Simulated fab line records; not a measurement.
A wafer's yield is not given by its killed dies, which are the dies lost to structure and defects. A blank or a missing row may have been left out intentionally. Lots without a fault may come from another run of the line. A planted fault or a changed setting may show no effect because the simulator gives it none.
fab line records | flow ritCmos
record lots=6 wafers=18 lastDay=6
route steps=202 shown PLDD@116 SPACER@125 NSD@131 PSD@142 SDANNEAL@153 SILICIDE@161 M1@202
lots that met no fault: from a run of the same line without faults
startH: start of the lot's first displayed wafer, in hours after the record's first day | waitH: hours since the lot's step before | " repeats the value in the row above | L1.1+2: a row that stands for several wafers | - no value, or no start was given | * or withheld: withheld | < > ~ a bound
route shown NAME@n: NAME is a module with steps in the file, n the number in the route of the first one | usual: mean/standard deviation taken from wafers without a fault | same: alike in all rows | chamber/n: place in a boat | sites: per-site readings | _std_site: how widely they spread, as a standard deviation | _edge_site: outer sites' mean less inner sites' | radiusMm: how far each site lies from the wafer's centre | mask NAME#n: copy n | behind: the most recent tool/chamber to have shaped the wafer | hold: the reason the lot was held/the length of the hold in hours/how it ended | device: transistor that didn't switch, given as n, p or np | end of line: the route-end tests of the same wafers | for a step that has no rows: nothing shown but its recipe | killed: at the first sort, the dies lost to defects and structure; wafer yield is something else | map: per-die view of a wafer (x killed, . not killed, _ where there is no die)
set.NAME: the setting that was run; set.NAME@STEP: the one run at that earlier step | model.NAME: the simulator's own value behind a step, which no gauge read
lots at some steps of the route; a table a step, a row a wafer
services: the hour from which a tool's chamber was out of use, counted from the record's first day as startH (under 0 if before that day), plus the number of hours and why
## steps
# step RIT_PLDD_SOFTBAKE_02
# recipe resist=NOVOLAK tempC=90 timeS=60
# step RIT_PLDD_EXPOSE_03
# recipe maskId=M8 na=0.57 targetCdNm=40900 doseMj=250
# step RIT_PLDD_PEB_04
# recipe resist=NOVOLAK tempC=withheld timeS=withheld
# step RIT_PLDD_DEVELOP_05
# recipe resist=NOVOLAK developTimeS=50 devTempC=23
# step RIT_PLDD_OVL_MEAS_06
# usual PLDD_OVL=-0.2/1.2
# columns lot.wafer tool chamber startH waitH PLDD_OVL[nm]
L165.1 overlay-02 - 73.56 - 0.0
L165.5 " - " " -0.6
L165.6 " - " " -0.4
L167.2 overlay-02 - 81.04 - -2.1
L167.5 " - " " -1.5
L167.6 " - " " 0.0
L176.1 overlay-01 - 129.35 - -1.1
L176.3 " - " " -0.2
L176.5 " - " " -0.6
L177.1 overlay-02 - 134.35 - -2.6
L177.3 " - " " -0.7
L177.5 " - " " -2.9
L178.2 overlay-01 - 136.99 - -0.5
L178.3 " - " " -1.6
L178.6 " - " " 0.5
L179.1 overlay-02 - 138.65 - 2.9
L179.2 " - " " 1.9
L179.3 " - " " 2.4
# step RIT_PLDD_HARDBAKE_07
# recipe resist=NOVOLAK tempC=140 timeS=60
# step RIT_PLDD_IMPLANT_08
# recipe species=BF2 energyKev=20 doseCm2=9e+14 tiltDeg=7
# step RIT_PLDD_STRIP_09
# recipe chemistry=O2 timeS=180 resist=NOVOLAK platenTempC=withheld powerW=500 pressureMtorr=4000 o2FlowSccm=4000
# usual drypumpMotorCurrentA=5.8/0.35
# columns lot.wafer tool chamber startH waitH drypumpMotorCurrentA rfHoursCounterH
L165.1 plasmaAsher-04 0 73.90 0.1 6.0 46
L165.5 " 1 " " 5.8 -
L165.6 " 0 " " 6.0 -
L167.2 plasmaAsher-02 0 81.37 0.1 5.6 43
L167.5 " 0 " " 5.7 -
L167.6 " 1 " " 5.8 -
L176.1 plasmaAsher-02 1 129.68 0.1 5.7 2
L176.3 " 1 " " 5.8 -
L176.5 " 1 " " 5.8 -
L177.1 plasmaAsher-02 1 134.69 0.1 5.8 2
L177.3 " 0 " " 5.7 -
L177.5 " 0 " " 5.7 -
L178.2 plasmaAsher-04 1 137.32 0.1 5.8 54
L178.3 " 0 " " 6.0 -
L178.6 " 1 " " 5.8 -
L179.1 plasmaAsher-01 0 138.99 0.1 5.2 53
L179.2 " 1 " " 6.5 53
L179.3 " 0 " " 5.2 -
# step RIT_PLDD_TW_MEAS_10
# usual PLDD_TW=2387/13
# columns lot.wafer tool chamber startH waitH PLDD_TW
L165.1 filmMetro-03 - 74.07 0.1 2361
L165.5 " - " " 2365
L165.6 " - " " 2361
L167.2 filmMetro-03 - 81.56 0.1 2371
L167.5 " - " " 2375
L167.6 " - " " 2386
L176.1 filmMetro-02 - 129.86 0.1 2397
L176.3 " - " " 2395
L176.5 " - " " 2394
L177.1 filmMetro-04 - 134.86 0.1 2412
L177.3 " - " " 2406
L177.5 " - " " 2409
L178.2 filmMetro-04 - 137.50 0.1 2399
L178.3 " - " " 2416
L178.6 " - " " 2406
L179.1 filmMetro-03 - 139.16 0.1 2363
L179.2 " - " " 2364
L179.3 " - " " 2377
# step RIT_SPACER_CLEAN_00
# recipe chemistry=SC1 mix=3:3:50 timeS=600 tempC=75
# step RIT_SPACER_CLEAN_01
# recipe chemistry=dHF dilution=50:1 timeS=29.24
# step RIT_SPACER_CLEAN_02
# recipe chemistry=SC2 mix=3:3:50 timeS=600 tempC=75 dry=n2Spin
# step RIT_SPACER_CVD_03
# recipe material=Si3N4 targetThkNm=250 tempC=810 precursor=SiH2Cl2/NH3 timeS=3300 pressureMtorr=300 sih2cl2FlowSccm=60 nh3FlowSccm=150
# usual pressureMtorr=300.1/0.66
# columns lot.wafer tool chamber startH waitH pressureMtorr model.Si3N4_of_SPACER_CVD_03.thkNm
L165.1 lpcvd-02 1 74.52 0.0 300.7 250.6
L165.5 " 1 " " 299.9 252.6
L165.6 " 1 " " 299.8 253.1
L167.2 lpcvd-01 0 81.97 0.0 301.0 248.2
L167.5 " 0 " " 301.3 249.8
L167.6 " 0 " " 300.9 249.7
L176.1 lpcvd-02 0 130.30 0.0 240.7 233.5
L176.3 " 0 " " 240.6 234.4
L176.5 " 0 " " 241.3 237.2
L177.1 lpcvd-02 1 135.30 0.0 240.6 233.7
L177.3 " 1 " " 240.5 233.4
L177.5 " 1 " " 241.0 234.4
L178.2 lpcvd-01 0 137.92 0.0 300.8 247.9
L178.3 " 0 " " 299.9 248.7
L178.6 " 0 " " 301.4 248.5
L179.1 lpcvd-01 0 139.84 0.2 300.2 248.1
L179.2 " 0 " " 300.2 247
L179.3 " 0 " " 300.1 246.7
# step RIT_SPACER_THK_MEAS_04
# recipe reads=Si3N4_of_SPACER_CVD_03
# usual SPACER_NITRIDE_THK=249.8/2.1
# columns lot.wafer tool chamber startH waitH SPACER_NITRIDE_THK[nm]
L165.1 filmMetro-02 - 76.44 0.0 250.6
L165.5 " - " " 252.7
L165.6 " - " " 253.2
L167.2 filmMetro-03 - 83.90 0.0 248.3
L167.5 " - " " 249.9
L167.6 " - " " 249.7
L176.1 filmMetro-02 - 133.17 0.0 233.4
L176.3 " - " " 234.3
L176.5 " - " " 237.0
L177.1 filmMetro-03 - 137.22 0.0 233.6
L177.3 " - " " 233.3
L177.5 " - " " 234.2
L178.2 filmMetro-03 - 139.85 0.0 247.8
L178.3 " - " " 248.8
L178.6 " - " " 248.5
L179.1 filmMetro-03 - 141.75 0.0 247.9
L179.2 " - " " 247.0
L179.3 " - " " 246.5
# step RIT_SPACER_ETCHBACK_05
# recipe targetDepthA=2500 SF6_flow_sccm=30 CHF3_flow_sccm=30 target=Si3N4 chemistry=SF6/CHF3 pressureMtorr=40 rfW=250 timeS=240 stopOn=SiO2
# usual drypumpMotorCurrentA=5.8/0.39 oesProductAu=0.850/0.012 throttleValvePct=10.23/0.092
# columns lot.wafer tool chamber startH waitH drypumpMotorCurrentA oesProductAu rfHoursCounterH throttleValvePct model.etch.depthNm
L165.1 rieDiel-04 1 76.50 0.1 6.4 0.840 151 10.07 250.6
L165.5 " 3 " " 5.7 0.860 - 10.32 252.6
L165.6 " 2 " " 6.2 0.846 - 10.29 253.1
L167.2 rieDiel-04 0 83.95 0.0 5.6 0.847 51 10.17 248.2
L167.5 " 2 " " 6.2 0.848 - 10.27 249.8
L167.6 " 3 " " 5.7 0.849 - 10.31 249.7
L176.1 rieDiel-02 0 133.23 0.1 5.4 0.821 93 10.31 233.5
L176.3 " 3 " " 6.3 0.817 38 10.24 234.4
L176.5 " 1 " " 5.6 0.845 - 10.13 237.2
L177.1 rieDiel-04 3 137.28 0.1 5.7 0.806 36 10.32 233.7
L177.3 " 0 " " 5.6 0.809 51 10.16 233.4
L177.5 " 1 " " 6.4 0.811 - 10.05 234.4
L178.2 rieDiel-01 1 139.90 0.0 6.2 0.832 99 10.16 247.9
L178.3 " 3 " " 5.9 0.845 145 10.31 248.7
L178.6 " 3 " " 6.0 0.841 - 10.33 248.5
L179.1 rieDiel-04 2 141.81 0.1 6.2 0.842 5 10.26 248.1
L179.2 " 3 " " 5.7 0.841 36 10.32 247
L179.3 " 1 " " 6.4 0.845 152 10.05 246.7
# step RIT_NSD_HMDS_00
# recipe primeTimeS=60 primeTempC=140
# step RIT_NSD_COAT_01
# recipe resist=NOVOLAK spinRpm=3227 resistThkNm=1000
# step RIT_NSD_SOFTBAKE_02
# recipe resist=NOVOLAK tempC=90 timeS=60
# step RIT_NSD_EXPOSE_03
# recipe maskId=M9 na=0.57 targetCdNm=40700 doseMj=250
# step RIT_NSD_PEB_04
# recipe resist=NOVOLAK tempC=withheld timeS=withheld
# step RIT_NSD_DEVELOP_05
# recipe resist=NOVOLAK developTimeS=50 devTempC=23
# step RIT_NSD_OVL_MEAS_06
# usual NSD_OVL=0.6/1.4
# columns lot.wafer tool chamber startH waitH NSD_OVL[nm]
L165.1 overlay-01 - 77.50 - 1.4
L165.5 " - " " 2.0
L165.6 " - " " 1.9
L167.2 overlay-02 - 85.08 - 1.1
L167.5 " - " " 0.1
L167.6 " - " " -0.1
L176.1 overlay-01 - 134.23 - 0.9
L176.3 " - " " 1.2
L176.5 " - " " 0.8
L177.1 overlay-02 - 138.40 - -1.1
L177.3 " - " " 1.9
L177.5 " - " " -0.4
L178.2 overlay-01 - 140.90 - 1.1
L178.3 " - " " 2.4
L178.6 " - " " 1.6
L179.1 overlay-01 - 142.93 - -0.9
L179.2 " - " " -0.1
L179.3 " - " " -0.3
# step RIT_NSD_HARDBAKE_07
# recipe resist=NOVOLAK tempC=140 timeS=60
# step RIT_NSD_IMPLANT_08
# recipe species=P energyKev=25 doseCm2=1e+15 tiltDeg=7
# step RIT_NSD_STRIP_09
# recipe chemistry=O2 timeS=180 resist=NOVOLAK platenTempC=withheld powerW=500 pressureMtorr=4000 o2FlowSccm=4000
# usual drypumpMotorCurrentA=5.8/0.34
# columns lot.wafer tool chamber startH waitH drypumpMotorCurrentA rfHoursCounterH
L165.1 plasmaAsher-03 1 77.83 0.1 4.9 25
L165.5 " 1 " " 4.9 -
L165.6 " 0 " " 6.4 -
L167.2 plasmaAsher-02 1 85.41 0.1 5.8 43
L167.5 " 0 " " 5.7 -
L167.6 " 1 " " 5.8 -
L176.1 plasmaAsher-04 1 134.57 0.1 5.7 54
L176.3 " 0 " " 6.0 -
L176.5 " 1 " " 5.7 -
L177.1 plasmaAsher-04 0 138.73 0.1 6.0 55
L177.3 " 1 " " 5.8 -
L177.5 " 1 " " 5.8 -
L178.2 plasmaAsher-04 0 141.23 0.1 6.1 55
L178.3 " 1 " " 5.8 -
L178.6 " 0 " " 6.0 -
L179.1 plasmaAsher-02 1 143.26 0.1 5.7 3
L179.2 " 0 " " 5.7 3
L179.3 " 1 " " 5.8 -
# step RIT_NSD_TW_MEAS_10
# usual NSD_TW=3173/18
# columns lot.wafer tool chamber startH waitH NSD_TW
L165.1 filmMetro-02 - 78.01 0.1 3175
L165.5 " - " " 3178
L165.6 " - " " 3163
L167.2 filmMetro-03 - 85.60 0.1 3150
L167.5 " - " " 3141
L167.6 " - " " 3168
L176.1 filmMetro-02 - 134.74 0.1 3191
L176.3 " - " " 3185
L176.5 " - " " 3187
L177.1 filmMetro-04 - 138.91 0.1 3204
L177.3 " - " " 3186
L177.5 " - " " 3190
L178.2 filmMetro-04 - 141.42 0.1 3201
L178.3 " - " " 3190
L178.6 " - " " 3219
L179.1 filmMetro-03 - 143.44 0.1 3163
L179.2 " - " " 3149
L179.3 " - " " 3165
# step RIT_PSD_HMDS_00
# recipe primeTimeS=60 primeTempC=140
# step RIT_PSD_COAT_01
# recipe resist=NOVOLAK spinRpm=3250 resistThkNm=1000
# step RIT_PSD_SOFTBAKE_02
# recipe resist=NOVOLAK tempC=88.81 timeS=60
# step RIT_PSD_EXPOSE_03
# recipe maskId=M10 na=0.57 targetCdNm=40900 doseMj=250
# step RIT_PSD_PEB_04
# recipe resist=NOVOLAK tempC=withheld timeS=withheld
# step RIT_PSD_DEVELOP_05
# recipe resist=NOVOLAK developTimeS=50 devTempC=23
# step RIT_PSD_OVL_MEAS_06
# usual PSD_OVL=-0.1/1.3
# columns lot.wafer tool chamber startH waitH PSD_OVL[nm]
L165.1 overlay-01 - 79.04 - -0.9
L165.5 " - " " -1.5
L165.6 " - " " -0.1
L167.2 overlay-01 - 86.50 - 1.2
L167.5 " - " " 0.6
L167.6 " - " " 0.6
L176.1 overlay-01 - 135.80 - 0.8
L176.3 " - " " 1.9
L176.5 " - " " 0.0
L177.1 overlay-01 - 139.82 - 0.5
L177.3 " - " " 1.0
L177.5 " - " " -1.1
L178.2 overlay-01 - 142.35 - -0.8
L178.3 " - " " 0.0
L178.6 " - " " 1.1
L179.1 overlay-01 - 144.35 - 1.2
L179.2 " - " " 1.9
L179.3 " - " " 0.0
# step RIT_PSD_HARDBAKE_07
# recipe resist=NOVOLAK tempC=140 timeS=60
# step RIT_PSD_IMPLANT_08
# recipe species=BF2 energyKev=27 doseCm2=5e+15 tiltDeg=7
# step RIT_PSD_STRIP_09
# recipe chemistry=O2 timeS=180 resist=NOVOLAK platenTempC=withheld powerW=500 pressureMtorr=4000 o2FlowSccm=4000
# usual drypumpMotorCurrentA=5.8/0.57
# columns lot.wafer tool chamber startH waitH drypumpMotorCurrentA rfHoursCounterH
L165.1 plasmaAsher-03 1 79.38 0.1 4.8 26
L165.5 " 1 " " 4.9 -
L165.6 " 0 " " 6.4 -
L167.2 plasmaAsher-02 1 86.83 0.1 5.7 43
L167.5 " 0 " " 5.7 -
L167.6 " 1 " " 5.7 -
L176.1 plasmaAsher-02 0 136.14 0.1 5.7 2
L176.3 " 0 " " 5.7 -
L176.5 " 0 " " 5.7 -
L177.1 plasmaAsher-02 0 140.16 0.1 5.7 3
L177.3 " 0 " " 5.7 -
L177.5 " 1 " " 5.8 -
L178.2 plasmaAsher-03 0 142.68 0.1 6.3 29
L178.3 " 0 " " 6.4 -
L178.6 " 1 " " 4.9 -
L179.1 plasmaAsher-02 1 144.77 0.1 5.7 3
L179.2 " 0 " " 5.7 3
L179.3 " 0 " " 5.7 -
# step RIT_PSD_TW_MEAS_10
# usual PSD_TW=3484/19
# columns lot.wafer tool chamber startH waitH PSD_TW
L165.1 filmMetro-03 - 79.55 0.1 3457
L165.5 " - " " 3464
L165.6 " - " " 3457
L167.2 filmMetro-04 - 87.02 0.1 3510
L167.5 " - " " 3491
L167.6 " - " " 3519
L176.1 filmMetro-04 - 136.31 0.1 3508
L176.3 " - " " 3504
L176.5 " - " " 3517
L177.1 filmMetro-03 - 140.33 0.1 3469
L177.3 " - " " 3472
L177.5 " - " " 3459
L178.2 filmMetro-03 - 142.87 0.1 3499
L178.3 " - " " 3470
L178.6 " - " " 3484
L179.1 filmMetro-04 - 144.94 0.1 3479
L179.2 " - " " 3489
L179.3 " - " " 3497
# step RIT_SDANNEAL_CLEAN_00
# recipe chemistry=SC1 mix=3:3:50 timeS=600 tempC=75
# step RIT_SDANNEAL_CLEAN_01
# recipe chemistry=dHF dilution=50:1 timeS=30
# step RIT_SDANNEAL_CLEAN_02
# recipe chemistry=SC2 mix=3:3:50 timeS=600 tempC=75 dry=n2Spin
# step RIT_SDANNEAL_RTA_03
# recipe tempC=1050 timeS=5 idleTempC=600 rampUpCPerS=342 rampDownCPerS=171 coolToC=600 ambient=N2
# usual wafer_temp_C_max=1053.5/1.1
# columns lot.wafer tool chamber startH waitH wafer_temp_C_max
L165.1 rtpAnneal-01 0 79.98 0.0 1054.9
L165.5 " 0 " " 1053.7
L165.6 " 0 " " 1055.7
L167.2 rtpAnneal-01 0 87.46 0.0 1053.2
L167.5 " 0 " " 1053.2
L167.6 " 0 " " 1056.9
L176.1 rtpAnneal-02 0 136.74 0.0 1051.9
L176.3 " 0 " " 1053.5
L176.5 " 0 " " 1052.8
L177.1 rtpAnneal-01 0 140.78 0.0 1053.2
L177.3 " 0 " " 1052.6
L177.5 " 0 " " 1052.9
L178.2 rtpAnneal-02 0 143.30 0.0 1052.8
L178.3 " 0 " " 1051.6
L178.6 " 0 " " 1053.6
L179.1 rtpAnneal-01 0 145.39 0.0 1054.4
L179.2 " 0 " " 1051.4
L179.3 " 0 " " 1052.4
# step RIT_SDANNEAL_RS_MEAS_04
# recipe thkMeasGauge=four-point-probe
# usual PSD_RS=116.1/0.33
# columns lot.wafer tool chamber startH waitH PSD_RS[ohm/sq]
L165.1 filmMetro-04 - 80.04 0.0 115.9
L165.5 " - " " 116.2
L165.6 " - " " 115.9
L167.2 filmMetro-04 - 87.53 0.1 116.4
L167.5 " - " " 116.6
L167.6 " - " " 116.3
L176.1 filmMetro-02 - 136.80 0.0 115.7
L176.3 " - " " 116.0
L176.5 " - " " 116.1
L177.1 filmMetro-02 - 140.84 0.0 115.6
L177.3 " - " " 116.2
L177.5 " - " " 115.8
L178.2 filmMetro-04 - 143.37 0.1 115.8
L178.3 " - " " 115.8
L178.6 " - " " 115.9
L179.1 filmMetro-03 - 145.45 0.0 116.6
L179.2 " - " " 116.4
L179.3 " - " " 116.6
# step RIT_SILICIDE_WET_ETCH_00
# recipe chemistry=BOE target=SiO2 targetDepthNm=14 timeS=15 dry=n2Spin dilution=10:1 tempC=21.5
# columns lot.wafer tool chamber startH waitH model.Si3N4_of_SPACER_CVD_03.thkNm
L165.1 wetBench-04 1 80.52 0.1 197
L165.5 " 1 " " 196.4
L165.6 " 1 " " 196.3
L167.2 wetBench-02 0 87.99 0.1 194.1
L167.5 " 0 " " 194.3
L167.6 " 0 " " 194.4
L176.1 wetBench-04 1 137.28 0.1 181.9
L176.3 " 1 " " 181.6
L176.5 " 1 " " 183.1
L177.1 wetBench-04 0 141.32 0.1 182.2
L177.3 " 0 " " 183
L177.5 " 0 " " 184.3
L178.2 wetBench-01 0 143.83 0.1 192.9
L178.3 " 0 " " 193.5
L178.6 " 0 " " 193
L179.1 wetBench-01 1 145.93 0.1 192.8
L179.2 " 1 " " 192.2
L179.3 " 1 " " 193.5
# step RIT_M1_PROBE_99
# usual killedAtFrontEnd=7/3.3 killedDies=7/3.3 killedOpen=3.3/1.9 killedShort=3.6/2.1
# same grossDies=264 killed_at_M0_to_M3=0 killed_at_M4_up=0 killedAtBackSide=0 killedAtContacts=0 killedAtOther=0
# columns lot.wafer tool chamber startH waitH killedAtFrontEnd killedDies killedOpen killedShort model.etest.nmos_0p15.rOnOhmUm model.etest.pplusSal.widthNm model.etest.nplusSal.widthNm model.etest.pwellPinched.rsOhmSq model.etest.nwellPinched.rsOhmSq model.etest.nmos_0p15.toxInvNm model.etest.diodeNplusComb.cjFfUm2
L165.1 prober-02 - 87.56 0.1 10 10 5 5 1056 3417 3430 455.4 334.3 4.413 2.583
L165.5 prober-02 - 87.76 0.2 4 4 1 3 1099 3437 3430 460.6 338 4.397 2.624
L165.6 prober-02 - 87.81 0.2 3 3 1 2 1108 3420 3420 473.4 338.1 4.33 2.628
L167.2 prober-02 - 95.00 0.1 11 11 5 6 1122 3443 3432 459.9 339.3 4.417 2.631
L167.5 prober-02 - 95.15 0.2 7 7 2 5 1158 3452 3425 464.1 340.1 4.454 2.646
L167.6 prober-02 - 95.20 0.2 5 5 3 2 1121 3433 3428 458.3 339.3 4.418 2.645
L176.1 prober-01 - 144.35 0.1 4 4 2 2 1114 3473 3461 473.1 347.2 4.345 2.683
L176.3 prober-01 - 144.45 0.2 7 7 4 3 1148 3505 3480 477 349.1 4.292 2.691
L176.5 prober-01 - 144.55 0.2 7 7 2 5 1163 3501 3484 473.1 349.5 4.258 2.705
L177.1 prober-02 - 148.17 0.1 2 2 2 0 1157 3464 3471 471 342.6 4.39 2.683
L177.3 prober-02 - 148.27 0.2 3 3 0 3 1156 3463 3440 464.4 340 4.413 2.674
L177.5 prober-02 - 148.37 0.2 4 4 2 2 1123 3444 3451 460.5 339.5 4.47 2.659
L178.2 prober-01 - 150.71 0.1 7 7 4 3 1138 3435 3427 467.3 338 4.428 2.66
L178.3 prober-01 - 150.76 0.2 1 1 0 1 1133 3412 3456 464.2 340.9 4.45 2.654
L178.6 prober-01 - 150.91 0.2 9 9 3 6 1144 3454 3459 457.2 340.6 4.38 2.668
L179.1 prober-02 - 152.75 0.1 8 8 3 5 1158 3465 3442 457.7 341 4.552 2.645
L179.2 prober-02 - 152.80 0.1 4 4 1 3 1152 3444 3458 451.6 341.2 4.486 2.652
L179.3 prober-02 - 152.85 0.2 7 7 4 3 1115 3430 3425 449.7 332.6 4.488 2.611
# killed by level:class
L165.1 GATE:geometricParticle:short=2 FOX1:geometricParticle:short=1 FOX1:geometricParticle:open=1 FOX2:geometricParticle:open=1 GATE:geometricParticle:open=1 REOX:geometricParticle:short=1 SPACER:geometricParticle:open=1 SPACER:geometricParticle:short=1
L165.5 FOX1:geometricParticle:short=2 GATE:geometricParticle:short=1 SILICIDE:geometricParticle:open=1
L165.6 FOX1:geometricParticle:short=1 GATE:geometricParticle:short=1 SPACER:geometricParticle:open=1
L167.2 GATE:geometricParticle:short=4 GATE:geometricParticle:open=3 FOX2:geometricParticle:open=1 SPACER:geometricParticle:short=1 SILICIDE:geometricParticle:short=1 SILICIDE:geometricParticle:open=1
L167.5 GATE:geometricParticle:short=3 GATE:geometricParticle:open=2 FOX2:geometricParticle:short=1 SILICIDE:geometricParticle:short=1
L167.6 GATE:geometricParticle:short=2 FOX1:geometricParticle:open=1 FOX2:geometricParticle:open=1 SILICIDE:geometricParticle:open=1
L176.1 GATE:geometricParticle:short=2 FOX1:geometricParticle:open=1 GATE:geometricParticle:open=1
L176.3 GATE:geometricParticle:open=2 SPACER:geometricParticle:open=2 GATE:geometricParticle:short=1 REOX:geometricParticle:short=1 SPACER:geometricParticle:short=1
L176.5 GATE:geometricParticle:short=3 SPACER:geometricParticle:open=2 FOX2:geometricParticle:short=1 SILICIDE:geometricParticle:short=1
L177.1 FOX1:geometricParticle:open=1 GATE:geometricParticle:open=1
L177.3 FOX1:geometricParticle:short=1 GATE:geometricParticle:short=1 SPACER:geometricParticle:short=1
L177.5 FOX1:geometricParticle:short=2 FOX1:geometricParticle:open=1 SILICIDE:geometricParticle:open=1
L178.2 GATE:geometricParticle:open=3 GATE:geometricParticle:short=2 REOX:geometricParticle:short=1 SPACER:geometricParticle:open=1
L178.3 SPACER:geometricParticle:short=1
L178.6 REOX:geometricParticle:short=5 GATE:geometricParticle:open=2 FOX2:geometricParticle:short=1 REOX:geometricParticle:open=1
L179.1 GATE:geometricParticle:short=4 GATE:geometricParticle:open=2 REOX:geometricParticle:short=1 SPACER:geometricParticle:open=1
L179.2 GATE:geometricParticle:short=3 GATE:geometricParticle:open=1
L179.3 GATE:geometricParticle:open=2 REOX:geometricParticle:short=2 GATE:geometricParticle:short=1 REOX:geometricParticle:open=1 SPACER:geometricParticle:open=1
## services
# columns tool chamber startH hours kind
rieDiel-04 2 54.72 5.8 repair
rieDiel-02 3 67.37 15.7 repair
rieDiel-01 1 68.45 7.7 repair
rtpAnneal-01 - 68.49 3.4 pm
plasmaAsher-03 - 99.91 28.1 pm
rieDiel-01 2 102.47 12.0 repair
plasmaAsher-02 - 108.75 9.0 pm
plasmaAsher-02 0 108.75 9.0 ventCycle
plasmaAsher-02 1 108.75 9.0 ventCycle
plasmaAsher-02 0 117.75 - clean
plasmaAsher-02 1 117.75 - clean
rieDiel-04 - 126.30 2.6 repair
plasmaAsher-01 - 129.07 1.5 repair
plasmaAsher-03 - 136.23 5.4 repair
rieDiel-01 3 141.81 3.2 repair
lpcvd-02 - 142.59 0.9 repair
## key
firstSign step=RIT_SPACER_CVD_03 reading=pressureMtorr direction=down sigmas=90 usual=300.1 struck=240.8
effect step=RIT_SPACER_THK_MEAS_04 reading=SPACER_NITRIDE_THK direction=down sigmas=7.5 usual=249.8 struck=234.3
effect step=RIT_SPACER_ETCHBACK_05 reading=oesProductAu direction=down sigmas=2.6 usual=0.850 struck=0.818
modelEffect step=RIT_SPACER_CVD_03 value=Si3N4_of_SPACER_CVD_03.thkNm without=250.6 struck=234.4
modelEffect step=RIT_SPACER_ETCHBACK_05 value=etch.depthNm without=250.6 struck=234.4
modelEffect step=RIT_SILICIDE_WET_ETCH_00 value=Si3N4_of_SPACER_CVD_03.thkNm without=195.4 struck=182.7
modelEffect step=RIT_M1_PROBE_99 value=etest.nmos_0p15.rOnOhmUm without=1085 struck=1143
metAt RIT_SPACER_CVD_03
struckWafers L176.1,L176.3,L176.5,L177.1,L177.3,L177.5
testerLeftOut L176,L177
onsetBetween 74.52 130.30
fault kind=processParameterDrift tool=lpcvd-02 chamber=- onsetH=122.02 steps=RIT_SPACER_CVD_03 channel=pressureMtorr offset=-60 shape=step endH=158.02 actsIn=theseRecipesOnly stated=300
# testerLeftOut: of these lots the tester's yield and bins aren't shown, on N5 and GAA mostly nor the transistor test; their killed dies are dies lost to structure and defects alone, not to doping, threshold or leakage, so they don't give the yield
